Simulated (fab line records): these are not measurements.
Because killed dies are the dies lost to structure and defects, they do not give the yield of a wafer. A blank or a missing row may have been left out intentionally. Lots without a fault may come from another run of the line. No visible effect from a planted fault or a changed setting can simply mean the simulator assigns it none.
Which of the tools did it? + flow ritCmos + 14 lots with 42 wafers sampled at 2 steps, on a route of 202 steps

WHAT THE GAUGES READ, wafer by wafer
No reading from a measuring or inspecting step in the record can be judged against a usual standard deviation.

EACH LOT AND THE TOOL THAT RAN IT (in order: tool; ch and the chambers of the sampled wafers; start)
| lot  | RIT_ACTIVE_SOFTBAKE_07          | RIT_M1_PROBE_99        |
|------|---------------------------------|------------------------|
| L401 | lithoTrack-02 ch 0, day 1 14:12 | prober-01, day 3 12:59 |
| L402 | lithoTrack-02 ch 0, day 1 19:43 | prober-02, day 3 20:53 |
| L403 | lithoTrack-02 ch 0, day 2 00:42 | prober-02, day 4 06:51 |
| L404 | lithoTrack-03 ch 0, day 2 05:37 | prober-01, day 4 05:24 |
| L405 | lithoTrack-03 ch 0, day 2 10:38 | prober-01, day 4 08:24 |
| L406 | lithoTrack-04 ch 0, day 2 15:56 | prober-02, day 4 12:50 |
| L407 | lithoTrack-04 ch 0, day 3 03:26 | prober-01, day 4 23:38 |
| L409 | lithoTrack-02 ch 0, day 3 07:38 | prober-02, day 5 05:07 |
| L410 | lithoTrack-04 ch 0, day 3 11:40 | prober-01, day 5 11:04 |
| L412 | lithoTrack-04 ch 0, day 3 21:58 | prober-01, day 5 20:08 |
| L414 | lithoTrack-04 ch 0, day 4 06:56 | prober-01, day 6 05:46 |
| L416 | lithoTrack-03 ch 0, day 4 17:06 | prober-01, day 6 13:37 |
| L417 | lithoTrack-02 ch 0, day 4 21:53 | prober-02, day 6 17:13 |
| L418 | lithoTrack-02 ch 0, day 5 02:54 | prober-01, day 7 01:13 |
- RIT_ACTIVE_SOFTBAKE_07: time 60 s.
- RIT_M1_PROBE_99

WHAT THE TOOLS THEMSELVES READ (means of the sampled wafers that have a number; where no wafer has one, the mark that the record gives instead)
RIT_ACTIVE_SOFTBAKE_07. Usual: heaterPowerTotalW 34.56 W, standard deviation 0.051; runLengthS 89.32 s, standard deviation 0.21.
| lot  | tool          | heaterPowerTotalW (W) | runLengthS (s) | flag |
|------|---------------|-----------------------|----------------|------|
| L401 | lithoTrack-02 | 34.55                 | 89.14          |      |
| L402 | lithoTrack-02 | 34.52                 | 89.11          |      |
| L403 | lithoTrack-02 | 34.57                 | 89.07          |      |
| L404 | lithoTrack-03 | 34.58                 | 89.10          |      |
| L405 | lithoTrack-03 | 34.55                 | 89.24          |      |
| L406 | lithoTrack-04 | 34.54                 | 89.55          |      |
| L407 | lithoTrack-04 | 34.58                 | 89.44          |      |
| L409 | lithoTrack-02 | 34.52                 | 89.15          |      |
| L410 | lithoTrack-04 | 34.56                 | 89.41          |      |
| L412 | lithoTrack-04 | 36.15                 | 80.14          | OFF  |
| L414 | lithoTrack-04 | 36.22                 | 80.19          | OFF  |
| L416 | lithoTrack-03 | 34.51                 | 89.12          |      |
| L417 | lithoTrack-02 | 34.60                 | 89.19          |      |
| L418 | lithoTrack-02 | 34.58                 | 89.24          |      |

RIT_M1_PROBE_99. Usual: killed_at_M0_to_M3 0.0, standard deviation 0.12; killedAtContacts 0.1, standard deviation 0.29; killedAtFrontEnd 6, standard deviation 3; killedDies 7, standard deviation 3.1; killedOnRim 1.8, standard deviation 1.5; killedOpen 3.2, standard deviation 1.9; killedShort 3.3, standard deviation 1.9.
| lot  | tool      | killed_at_M0_to_M3 | killedAtContacts | killedAtFrontEnd | killedDies | killedOnRim | killedOpen | killedShort | flag |
|------|-----------|--------------------|------------------|------------------|------------|-------------|------------|-------------|------|
| L401 | prober-01 | 0.0                | 0.3              | 5                | 5          | 0.7         | 2.7        | 2.3         |      |
| L402 | prober-02 | 0.0                | 0.0              | 16               | 16         | 3.7         | 7.7        | 8.0         | OFF  |
| L403 | prober-02 | 0.0                | 0.0              | 6                | 6          | 2.0         | 2.7        | 3.7         |      |
| L404 | prober-01 | 0.3                | 0.0              | 8                | 8          | 2.7         | 2.7        | 5.0         |      |
| L405 | prober-01 | 0.0                | 0.3              | 6                | 6          | 1.7         | 4.3        | 2.0         |      |
| L406 | prober-02 | 0.0                | 0.0              | 6                | 6          | 1.0         | 1.7        | 4.0         |      |
| L407 | prober-01 | 0.0                | 0.0              | 7                | 7          | 1.3         | 2.7        | 4.0         |      |
| L409 | prober-02 | 0.0                | 0.0              | 4                | 4          | 1.0         | 2.3        | 1.7         |      |
| L410 | prober-01 | 0.0                | 0.0              | 5                | 5          | 1.0         | 2.3        | 2.3         |      |
| L412 | prober-01 | 0.0                | 0.0              | 9                | 9          | 1.7         | 5.0        | 3.7         |      |
| L414 | prober-01 | 0.0                | 0.7              | 7                | 8          | 2.7         | 2.7        | 4.7         |      |
| L416 | prober-01 | 0.0                | 0.0              | 8                | 8          | 2.0         | 4.0        | 4.0         |      |
| L417 | prober-02 | 0.0                | 0.0              | 4                | 4          | 1.3         | 2.7        | 1.3         |      |
| L418 | prober-01 | 0.0                | 0.0              | 5                | 5          | 1.3         | 1.7        | 3.0         |      |

THE ANSWER, worked out from the rows above alone
Rule: a lot counts as off when the mean over its wafers that have a number is more than 3 standard deviations away from the usual mean. A lot without any number at a reading at which 4 lots or more have one is off too. All remaining lots with rows at the step are treated as sound. First the gauges in route order, then the tools' own readings, where a lot's mean is used as printed above. The first step at which some lot is off is used, and at that step the reading that is off furthest; a lot without a number counts as furthest.
Off, at RIT_ACTIVE_SOFTBAKE_07 on runLengthS: L412, L414.
A tool fits if, at that step or a process step before it, it ran every lot that is off, and no sound lot after the first of them. One candidate fits, namely lithoTrack-04 at RIT_ACTIVE_SOFTBAKE_07. Its last sound lot is L410 (day 3 11:40), its first lot that is off L412 (day 3 21:58): a fault that began between those two fits.
The tool's own readings at RIT_ACTIVE_SOFTBAKE_07 bear it out: on the lots that are off they differ by more than 5 times the standard deviation of the sound lots' means. heaterPowerTotalW reads 36.19 W there against 34.55 W on the sound lots; runLengthS reads 80.16 s there against 89.23 s on the sound lots.

WHAT HAD BEEN PUT IN BY THE SIMULATOR
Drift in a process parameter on lithoTrack-04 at RIT_ACTIVE_SOFTBAKE_07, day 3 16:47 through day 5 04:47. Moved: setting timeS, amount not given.
Shown lots that were struck: L412, L414. The rule above reached the same finding.
